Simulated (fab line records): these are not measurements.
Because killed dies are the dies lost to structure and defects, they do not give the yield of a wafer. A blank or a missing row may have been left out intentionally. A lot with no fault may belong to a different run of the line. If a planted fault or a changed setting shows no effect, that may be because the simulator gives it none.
fab line records | flow berkeley-cmos170
[record] lots = 13 wafers = 39 last-day = 12
route steps=331 shown FIELD@126 GATE@140 SPACER@174
lots that met no fault: from a run of the same line without faults
start-h: hours from the record's opening day to when the first of the lot's shown wafers began | wait-h: hours elapsed since this lot's preceding step | " as in the row above | L1.1+2: several wafers, shown together as one row | - no value present, or no start provided | * or withheld: withheld | < > ~ a bound
route shown NAME@n: a module of which the file shows steps, and the number in the route of the first | usual: mean and standard deviation over wafers with no fault | same: alike in all rows | chamber/n: place in a boat | sites: each site's reading | _std_site: the standard deviation of these | _edge_site: the outer-site mean with the inner-site mean subtracted | radius-mm: how far each site lies from the wafer's centre | mask NAME#n: copy n | behind: the most recent tool/chamber to have shaped the wafer | hold: reason for holding the lot/hours on hold/outcome of the hold | device: the n, p or np transistor that did not switch | end of line: tests run on the same wafers once the route is complete | step lacking rows: just its recipe | killed: dies lost to structure and defects at the first sort, not the wafer's yield | map: dies across one wafer; x = killed, . = not, _ = none there
set.NAME: the setting that was run; set.NAME@STEP: the one run at that earlier step | model.NAME: the simulator's own value behind a step, which no gauge read
one table for each step of the route and one row for each wafer, over a sample of lots
services: from which hour (start-h, from the record's first day; less than 0 if before it) a tool's chamber was out of use, for how many hours, and why
[[steps]]
[step UCB170_FIELD_THK_MEAS_91]
[recipe] reads = SiO2_of_FIELD_OXIDATION_01
[usual] FIELD_OXIDE_LEFT_2_THK = 352/8.7
// columns lot.wafer tool chamber start-h wait-h FIELD_OXIDE_LEFT_2_THK[nm]
L954.1 film-metro-03 - 121.22 0.0 355
L954.2 " - " " 354
L954.5 " - " " 348
L955.2 film-metro-03 - 132.22 0.0 364
L955.3 " - " " 353
L955.4 " - " " 355
L957.1 film-metro-02 - 135.44 0.0 354
L957.4 " - " " 345
L957.5 " - " " 350
L963.2 film-metro-04 - 162.44 0.0 354
L963.4 " - " " 359
L963.5 " - " " 359
L961.1 film-metro-03 - 162.60 0.0 358
L961.5 " - " " 356
L961.6 " - " " 361
L962.2 film-metro-03 - 162.89 0.0 338
L962.3 " - " " 344
L962.5 " - " " 343
L966.2 film-metro-03 - 181.00 0.0 346
L966.3 " - " " 359
L966.4 " - " " 355
L965.2 film-metro-04 - 181.77 0.0 355
L965.3 " - " " 349
L965.5 " - " " 363
L972.2 film-metro-02 - 215.12 0.0 333
L972.3 " - " " 354
L972.6 " - " " 352
L976.3 film-metro-02 - 220.17 0.0 370
L976.5 " - " " 373
L976.6 " - " " 369
L974.1 film-metro-02 - 220.70 0.0 349
L974.2 " - " " 357
L974.6 " - " " 350
L973.2 film-metro-02 - 220.98 0.0 349
L973.4 " - " " 357
L973.6 " - " " 351
L977.1 film-metro-04 - 238.49 0.0 355
L977.4 " - " " 350
L977.5 " - " " 349
[step UCB170_GATE_ETCH_14]
[recipe] chemistry = N2/H2 target-depth-a = withheld overetch-a = withheld target = BARC time-s = withheld source-w = 500 bias-w = 100 pressure-mtorr = 30 n2-flow-sccm = 100 h2-flow-sccm = 200
[usual] chamber-pressure-mTorr = 30.00/0.041 drypump-motor-current-A = 5.8/0.57 h2-flow-sccm = 200.1/0.62 n2-flow-sccm = 99.97/0.29 oes-product-au = 0.996/0.013 throttle-valve-pct = 13.29/0.15
// columns lot.wafer tool chamber start-h wait-h chamber-pressure-mTorr drypump-motor-current-A h2-flow-sccm n2-flow-sccm oes-product-au throttle-valve-pct
L954.1 rie-diel-02 0 133.12 0.0 30.01 4.9 199.0 99.90 1.010 13.33
L954.2 " 3 " " 30.03 5.9 199.3 99.36 0.972 13.49
L954.5 " 0 " " 29.95 4.8 199.5 99.86 1.005 13.34
L955.2 rie-diel-04 0 142.99 0.0 30.04 6.8 200.7 100.05 1.003 13.36
L955.3 " 1 " " 30.00 5.0 200.6 99.98 0.989 13.27
L955.4 " 2 " " 30.02 5.6 201.0 99.87 0.988 13.19
L957.1 rie-diel-02 1 144.83 0.0 29.97 5.7 199.5 99.64 0.991 13.28
L957.4 " 1 " " 29.97 5.7 200.4 99.60 1.005 13.27
L957.5 " 2 " " 29.97 5.5 199.9 99.82 1.009 13.00
L961.1 rie-diel-02 0 174.08 0.0 30.02 4.8 200.6 99.95 1.024 13.33
L961.5 " 1 " " 29.99 5.7 199.2 99.73 0.999 13.29
L961.6 " 0 " " 30.02 4.8 200.2 99.84 1.014 13.34
L963.2 rie-diel-04 0 174.20 0.0 29.97 6.7 200.0 99.65 1.003 13.37
L963.4 " 3 " " 29.99 5.5 200.4 100.10 1.017 13.33
L963.5 " 1 " " 29.97 5.0 199.4 100.22 0.978 13.27
L962.2 rie-diel-04 2 174.56 0.0 29.97 5.6 200.5 99.68 0.986 13.17
L962.3 " 3 " " 30.01 5.5 200.8 100.55 1.002 13.33
L962.5 " 3 " " 29.99 5.5 200.7 100.02 1.002 13.34
L966.2 rie-diel-04 1 192.25 0.0 29.99 5.0 200.1 100.22 0.984 13.27
L966.3 " 0 " " 29.97 6.7 199.9 99.60 0.996 13.35
L966.4 " 3 " " 30.05 5.5 199.8 99.96 1.005 13.33
L965.2 rie-diel-04 3 192.81 0.0 30.04 5.5 199.8 99.95 1.001 13.31
L965.3 " 2 " " 30.02 5.6 199.5 99.86 0.984 13.20
L965.5 " 3 " " 30.01 5.6 199.9 99.86 1.011 13.34
L972.2 rie-diel-04 2 224.03 0.0 30.01 5.6 200.5 100.11 0.994 13.19
L972.3 " 3 " " 30.01 5.5 200.2 99.75 1.013 13.34
L972.6 " 0 " " 30.01 6.7 199.4 100.26 1.001 13.35
L976.3 rie-diel-03 1 229.27 0.0 30.06 6.6 199.9 100.14 1.008 13.11
L976.5 " 1 " " 30.02 6.6 199.5 99.92 1.010 13.09
L976.6 " 0 " " 29.96 6.2 199.8 99.89 0.972 13.52
L974.1 rie-diel-03 2 229.86 0.0 29.98 5.9 200.7 99.67 0.991 13.36
L974.2 " 0 " " 30.02 6.2 199.1 99.48 0.971 13.52
L974.6 " 1 " " 30.00 6.6 200.0 100.39 1.010 13.10
L973.2 rie-diel-04 0 229.99 0.0 30.03 6.7 200.8 100.15 1.004 13.34
L973.4 " 1 " " 29.96 5.0 199.4 99.80 0.993 13.27
L973.6 " 3 " " 29.99 5.6 201.1 99.64 1.001 13.33
L977.1 rie-diel-02 0 248.51 0.0 30.07 4.8 200.1 99.71 1.013 13.31
L977.4 " 1 " " 29.96 5.8 199.9 100.49 1.004 13.27
L977.5 " 2 " " 30.02 5.5 198.9 99.65 1.004 12.98
[step UCB170_GATE_STRIP_16]
[recipe] chemistry = O2 power-w = 400 pressure-mtorr = 3500 platen-temp-c = withheld o2-flow-sccm = 400 overash-fraction = 0.5
[usual] chamber-pressure-mTorr = 3499.9/2.8 drypump-motor-current-A = 5.7/0.64 oes-product-au = 0.725/0.0051
// columns lot.wafer tool chamber start-h wait-h chamber-pressure-mTorr drypump-motor-current-A oes-product-au rf-hours-counter-h
L954.1 plasma-asher-04 1 133.21 0.0 3494.4 6.3 0.727 29
L954.2 " 0 " " 3495.6 6.3 0.730 29
L954.5 " 0 " " 3500.6 6.2 0.725 -
L955.2 plasma-asher-02 1 143.08 0.0 3502.4 4.8 0.737 43
L955.3 " 0 " " 3504.1 5.1 0.730 -
L955.4 " 1 " " 3498.2 4.8 0.736 -
L957.1 plasma-asher-04 1 144.92 0.0 3504.0 6.3 0.722 30
L957.4 " 1 " " 3498.5 6.3 0.723 -
L957.5 " 0 " " 3497.5 6.2 0.729 -
L961.1 plasma-asher-01 0 174.17 0.0 3494.9 5.7 0.723 6
L961.5 " 1 " " 3506.3 6.5 0.730 -
L961.6 " 0 " " 3496.9 5.7 0.730 -
L963.2 plasma-asher-04 1 174.29 0.0 3503.1 6.3 0.725 33
L963.4 " 0 " " 3502.2 6.2 0.722 -
L963.5 " 1 " " 3503.2 6.4 0.726 -
L962.2 plasma-asher-01 0 174.65 0.0 3497.0 5.7 0.713 6
L962.3 " 1 " " 3499.0 6.5 0.725 -
L962.5 " 0 " " 3495.8 5.7 0.726 -
L966.2 plasma-asher-01 1 192.34 0.0 3501.0 6.6 0.731 8
L966.3 " 1 " " 3504.8 6.5 0.724 -
L966.4 " 0 " " 3503.5 5.7 0.720 -
L965.2 plasma-asher-01 0 192.90 0.0 3500.2 5.7 0.732 8
L965.3 " 1 " " 3502.4 6.5 0.726 -
L965.5 " 1 " " 3501.8 6.5 0.727 -
L972.2 plasma-asher-02 1 224.12 0.0 3497.7 4.9 0.729 52
L972.3 " 0 " " 3498.7 5.2 0.723 -
L972.6 " 1 " " 3494.9 4.9 0.721 -
L976.3 plasma-asher-02 1 229.39 0.1 3502.8 4.9 0.722 -
L976.5 " 0 " " 3497.4 5.1 0.722 -
L976.6 " 1 " " 3501.5 4.9 0.730 -
L974.1 plasma-asher-02 0 229.95 0.0 3502.3 5.1 0.720 53
L974.2 " 1 " " 3498.8 4.9 0.731 53
L974.6 " 1 " " 3497.6 4.8 0.718 -
L973.2 plasma-asher-04 1 230.08 0.0 3495.7 6.3 0.731 39
L973.4 " 0 " " 3498.5 6.2 0.728 -
L973.6 " 1 " " 3498.0 6.3 0.727 -
L977.1 plasma-asher-01 0 248.60 0.0 3506.7 5.7 0.724 15
L977.4 " 1 " " 3498.1 6.5 0.717 -
L977.5 " 1 " " 3500.5 6.5 0.718 -
[step UCB170_SPACER_ETCHBACK_03]
[recipe] stop-on = Si target = SiO2 chemistry = CHF3/CF4/Ar CHF3_flow_sccm = 50 cf4-flow-sccm = 10 Ar_flow_sccm = 120 pressure-mtorr = 200 rf-w = 500 target-depth-a = 3760 time-s = 100
[usual] chamber-pressure-mTorr = 200.00/0.18 drypump-motor-current-A = 5.8/0.53 oes-product-au = 0.899/0.015 run-length-s = 128.4/0.48 throttle-valve-pct = 6.43/0.12
// columns lot.wafer tool chamber start-h wait-h chamber-pressure-mTorr drypump-motor-current-A oes-product-au rf-hours-counter-h run-length-s throttle-valve-pct
L954.1 rie-diel-03 0 143.49 0.0 200.25 6.2 0.861 1 127.9 6.60
L954.2 " 1 " " 200.14 6.6 0.908 145 128.6 6.32
L954.5 " 0 " " 199.75 6.2 0.887 - 127.4 6.60
L955.2 rie-diel-01 1 153.60 0.0 199.86 5.8 0.895 23 128.7 6.28
L955.3 " 0 " " 200.17 5.6 0.897 72 128.2 6.62
L955.4 " 2 " " 200.10 6.0 0.913 27 127.6 6.37
L957.1 rie-diel-03 2 153.60 0.0 199.72 6.0 0.909 125 128.5 6.46
L957.4 " 3 " " 200.00 5.3 0.912 130 128.1 6.34
L957.5 " 3 " " 199.76 5.3 0.900 - 128.2 6.35
L961.1 rie-diel-04 0 183.76 0.0 199.84 6.8 0.903 22 128.4 6.55
L961.5 " 0 " " 200.01 6.8 0.917 - 128.1 6.56
L961.6 " 3 " " 200.02 5.5 0.907 - 129.2 6.48
L963.2 rie-diel-01 3 183.76 0.0 200.36 5.1 0.901 88 128.6 6.30
L963.4 " 2 " " 200.09 6.0 0.916 29 127.8 6.39
L963.5 " 3 " " 200.19 5.1 0.921 - 128.8 6.27
L962.2 rie-diel-04 3 183.83 0.1 199.64 5.5 0.901 96 129.5 6.48
L962.3 " 1 " " 199.80 5.0 0.872 147 128.2 6.47
L962.5 " 0 " " 199.97 6.7 0.906 - 128.3 6.56
L966.2 rie-diel-03 0 201.95 0.0 199.98 6.2 0.861 3 127.5 6.61
L966.3 " 1 " " 199.98 6.6 0.909 0 128.6 6.31
L966.4 " 2 " " 199.97 5.9 0.893 127 128.6 6.46
L965.2 rie-diel-04 3 201.96 0.0 199.89 5.5 0.914 97 129.0 6.47
L965.3 " 2 " " 200.08 5.6 0.969 73 88.2 6.32
L965.5 " 3 " " 200.22 5.5 0.907 - 129.0 6.48
L972.2 rie-diel-03 1 232.47 0.0 200.14 6.6 0.913 1 128.5 6.32
L972.3 " 2 " " 199.86 5.9 0.904 128 128.6 6.46
L972.6 " 3 " " 200.06 5.3 0.919 - 128.5 6.36
L976.3 rie-diel-03 2 239.96 0.0 200.09 5.9 0.890 128 129.3 6.44
L976.5 " 3 " " 200.23 5.3 0.912 - 128.6 6.35
L976.6 " 0 " " 200.05 6.2 0.882 - 127.5 6.61
L974.1 rie-diel-01 0 239.99 0.0 199.93 5.7 0.881 75 128.2 6.59
L974.2 " 1 " " 200.54 5.8 0.879 27 128.1 6.28
L974.6 " 1 " " 200.28 5.9 0.876 - 128.6 6.29
L973.2 rie-diel-03 0 240.18 0.0 200.05 6.2 0.881 5 127.5 6.62
L973.4 " 3 " " 200.16 5.3 0.902 134 128.3 6.35
L973.6 " 3 " " 199.87 5.3 0.917 - 128.0 6.35
L977.1 rie-diel-03 1 258.14 0.0 199.95 6.6 0.916 3 128.5 6.32
L977.4 " 0 " " 200.12 6.2 0.878 - 127.5 6.62
L977.5 " 0 " " 200.12 6.2 0.889 - 127.6 6.61
[[services]]
// columns tool chamber start-h hours kind
plasma-asher-01 0 117.75 - clean
plasma-asher-01 1 117.75 - clean
rie-diel-02 1 123.61 - clean
rie-diel-02 1 123.61 20.2 scheduled-down
rie-diel-01 - 126.91 0.2 repair
rie-diel-02 2 139.37 2.4 repair
rie-diel-02 - 142.58 0.1 repair
rie-diel-02 0 143.66 12.6 repair
plasma-asher-04 - 153.10 4.3 pm
rie-diel-03 1 182.19 - clean
rie-diel-03 1 182.19 16.0 scheduled-down
rie-diel-03 1 182.19 16.0 vent-cycle
rie-diel-04 1 200.40 - clean
rie-diel-04 1 200.40 25.5 scheduled-down
rie-diel-04 1 200.40 25.5 vent-cycle
rie-diel-01 0 209.05 9.8 repair
rie-diel-02 - 218.60 14.6 pm
rie-diel-03 - 223.06 2.8 pm
rie-diel-04 0 234.33 7.2 repair
rie-diel-03 3 250.66 - clean
rie-diel-03 3 250.66 16.7 scheduled-down
rie-diel-03 3 250.66 16.7 vent-cycle
rie-diel-03 2 254.67 11.5 repair
plasma-asher-01 - 257.30 2.8 pm
[[key]]
[first-sign] step = UCB170_SPACER_ETCHBACK_03 reading = run-length-s direction = down sigmas = 84 usual = * struck = *
[effect] step = UCB170_SPACER_ETCHBACK_03 reading = oes-product-au direction = up sigmas = 4.6 usual = 0.899 struck = 0.969
met-at UCB170_SPACER_ETCHBACK_03
struck-lots L965
struck-wafers L965.3
later-rows-left-out L965.3
sort-left-out L965.3
tester-left-out L965
not-acting-at UCB170_FIELD_THK_MEAS_91,UCB170_GATE_ETCH_14,UCB170_GATE_STRIP_16
[fault] kind = process-parameter-drift tool = rie-diel-04 chamber = 2 onset-h = 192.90 steps = UCB170_SPACER_ETCHBACK_03 channel = time-s offset = * shape = step end-h = 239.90 acts-in = * stated = *
// tester-left-out: of these lots the tester's yield and bins aren't shown, on N5 and GAA mostly nor the transistor test; their killed dies are dies lost to structure and defects alone, not to doping, threshold or leakage, so they don't give the yield
// sort-left-out: the simulated sort isn't trusted on such a fault, so these wafers' sort isn't shown, and their yield isn't known
// later-rows-left-out: the simulator's readings of these wafers behind a module that went badly wrong aren't trusted and aren't shown, but for the sort
